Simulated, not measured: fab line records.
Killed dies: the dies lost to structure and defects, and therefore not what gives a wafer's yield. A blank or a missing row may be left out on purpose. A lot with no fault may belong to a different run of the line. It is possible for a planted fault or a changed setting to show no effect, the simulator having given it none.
What tool caused it? -- flow rit cmos -- 14 lots, 42 wafers sampled, at 4 steps of a route of 202

== WHAT THE GAUGES READ, wafer by wafer ==
RIT_SDANNEAL_RS_MEAS_04: a four-point-probe measurement. Usual: for PSD_RS the level is 115.7 ohm/sq and the standard deviation is 0.34.
lot,measured,on,PSD_RS (ohm/sq),flag
L361,day 3 01:04,film metro-02,115.8 115.6 116.1,
L362,day 3 07:11,film metro-01,115.1 115.0 114.7,
L363,day 3 14:52,film metro-02,116.0 115.8 115.6,
L364,day 3 18:52,film metro-01,115.5 115.4 115.4,
L367,day 4 07:56,film metro-03,115.5 115.5 115.7,
L368,day 4 11:35,film metro-02,116.0 115.6 115.7,
L369,day 4 18:32,film metro-02,115.6 115.5 115.8,
L370,day 4 23:49,film metro-03,115.7 115.4 115.7,
L375,day 5 23:20,film metro-03,115.9 115.9 116.5,
L377,day 6 09:47,film metro-03,115.7 116.0 115.6,
L378,day 6 15:50,film metro-02,143.7 144.3 143.9,OFF
L380,day 7 02:01,film metro-03,144.8 145.0 145.4,OFF
L381,day 7 07:12,film metro-01,115.9 115.8 115.6,
L383,day 7 21:05,film metro-01,115.5 116.0 115.9,

RIT_SDANNEAL_RS_MEAS_05: a four-point-probe measurement. Usual: for NSD_RS the level is 84.4 ohm/sq and the standard deviation is 0.35.
lot,measured,on,NSD_RS (ohm/sq),flag
L361,day 3 01:11,film metro-02,84.3 84.2 84.3,
L362,day 3 07:19,film metro-01,84.3 84.2 84.1,
L363,day 3 14:59,film metro-02,84.9 84.5 84.7,
L364,day 3 18:59,film metro-01,84.1 84.3 84.3,
L367,day 4 08:04,film metro-03,84.1 84.5 83.9,
L368,day 4 11:42,film metro-02,84.1 84.4 84.5,
L369,day 4 18:40,film metro-02,84.9 84.8 84.7,
L370,day 4 23:56,film metro-03,84.4 84.6 84.9,
L375,day 5 23:27,film metro-03,84.4 84.2 84.3,
L377,day 6 09:55,film metro-03,84.6 84.2 84.9,
L378,day 6 15:57,film metro-02,85.4 85.3 85.5,
L380,day 7 02:08,film metro-03,86.1 86.6 86.4,OFF
L381,day 7 07:19,film metro-01,84.1 84.2 84.1,
L383,day 7 21:12,film metro-01,84.8 84.6 84.6,

RIT_SDANNEAL_RS_MEAS_06: a four-point-probe measurement. Usual: for PLDD_RS the level is 178.3 ohm/sq and the standard deviation is 0.51.
lot,measured,on,PLDD_RS (ohm/sq),flag
L361,day 3 01:18,film metro-02,178.4 177.9 178.0,
L362,day 3 07:26,film metro-01,178.1 177.6 177.6,
L363,day 3 15:06,film metro-02,179.4 179.3 178.9,
L364,day 3 19:07,film metro-01,178.0 177.7 177.7,
L367,day 4 08:11,film metro-03,178.2 177.5 177.7,
L368,day 4 11:49,film metro-02,177.6 177.5 178.3,
L369,day 4 18:47,film metro-02,177.4 177.6 177.5,
L370,day 5 00:03,film metro-03,178.9 178.0 178.3,
L375,day 5 23:34,film metro-03,179.1 178.0 179.2,
L377,day 6 10:02,film metro-03,178.9 178.6 178.2,
L378,day 6 16:04,film metro-02,214.6 214.9 214.1,OFF
L380,day 7 02:16,film metro-03,215.5 215.7 215.8,OFF
L381,day 7 07:26,film metro-01,178.2 177.7 178.0,
L383,day 7 21:19,film metro-01,177.8 178.3 178.3,

== EACH LOT AND THE TOOL THAT RAN IT (in order: tool; ch and the chambers of the sampled wafers; start) ==
lot,RIT_SDANNEAL_RTA_03
L361,"rtp anneal-01 ch 0, day 3 01:01"
L362,"rtp anneal-02 ch 0, day 3 07:08"
L363,"rtp anneal-01 ch 0, day 3 14:47"
L364,"rtp anneal-02 ch 0, day 3 18:47"
L367,"rtp anneal-01 ch 0, day 4 07:52"
L368,"rtp anneal-02 ch 0, day 4 11:31"
L369,"rtp anneal-01 ch 0, day 4 18:29"
L370,"rtp anneal-02 ch 0, day 4 23:44"
L375,"rtp anneal-01 ch 0, day 5 23:17"
L377,"rtp anneal-01 ch 0, day 6 09:43"
L378,"rtp anneal-02 ch 0, day 6 15:46"
L380,"rtp anneal-02 ch 0, day 7 01:58"
L381,"rtp anneal-01 ch 0, day 7 07:08"
L383,"rtp anneal-01 ch 0, day 7 21:01"
- RIT_SDANNEAL_RTA_03: time 5 s.

== WHAT THE TOOLS THEMSELVES READ (means of the sampled wafers that have a number; where no wafer has one, the mark that the record gives instead) ==
RIT_SDANNEAL_RTA_03. Usual: wafer_temp_C_max at 1053.5, with a standard deviation of 1.1.
lot,tool,wafer_temp_C_max,flag
L361,rtp anneal-01,1053.8,
L362,rtp anneal-02,1052.5,
L363,rtp anneal-01,1052.9,
L364,rtp anneal-02,1053.7,
L367,rtp anneal-01,1054.0,
L368,rtp anneal-02,1053.7,
L369,rtp anneal-01,1053.4,
L370,rtp anneal-02,1054.5,
L375,rtp anneal-01,1052.3,
L377,rtp anneal-01,1054.7,
L378,rtp anneal-02,1015.4,OFF
L380,rtp anneal-02,1013.4,OFF
L381,rtp anneal-01,1054.5,
L383,rtp anneal-01,1054.1,

== THE ANSWER, worked out from the rows above alone ==
Rule: a lot counts as off when the mean over its wafers that have a number is more than 3 standard deviations away from the usual mean. A lot without any number at a reading at which 4 lots or more have one is off too. The other lots that the step has rows for count as sound. First the gauges in route order, then the tools' own readings, where a lot's mean is used as printed above. At the first step where some lot is off, the reading lying furthest off is the one used; lots without a number count as furthest.
Off: at RIT_SDANNEAL_RS_MEAS_04 (PSD_RS), L378, L380.
A tool fits if, at a process step before that reading, it ran every lot that is off, and no sound lot after the first of them. The gauges at RIT_SDANNEAL_RS_MEAS_04 aren't tried: what is off there is off at RIT_SDANNEAL_RTA_03 too, on other tools, and a gauge's error can't cause that. One candidate fits, namely rtp anneal-02 at RIT_SDANNEAL_RTA_03. Its last sound lot is L370 (day 4 23:44), its first lot that is off L378 (day 6 15:46): a fault that began between those two fits.
The tool's own readings at RIT_SDANNEAL_RTA_03 bear it out: on the lots that are off they differ by more than 5 times the standard deviation of the sound lots' means. wafer_temp_C_max reads 1014.4 there against 1053.7 on the sound lots.

== WHAT THE SIMULATOR HAD PUT IN ==
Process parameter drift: rtp anneal-02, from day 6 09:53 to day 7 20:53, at RIT_SDANNEAL_RTA_03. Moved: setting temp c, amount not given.
Struck lots among those shown: L378, L380. This agrees with what the rule above found.
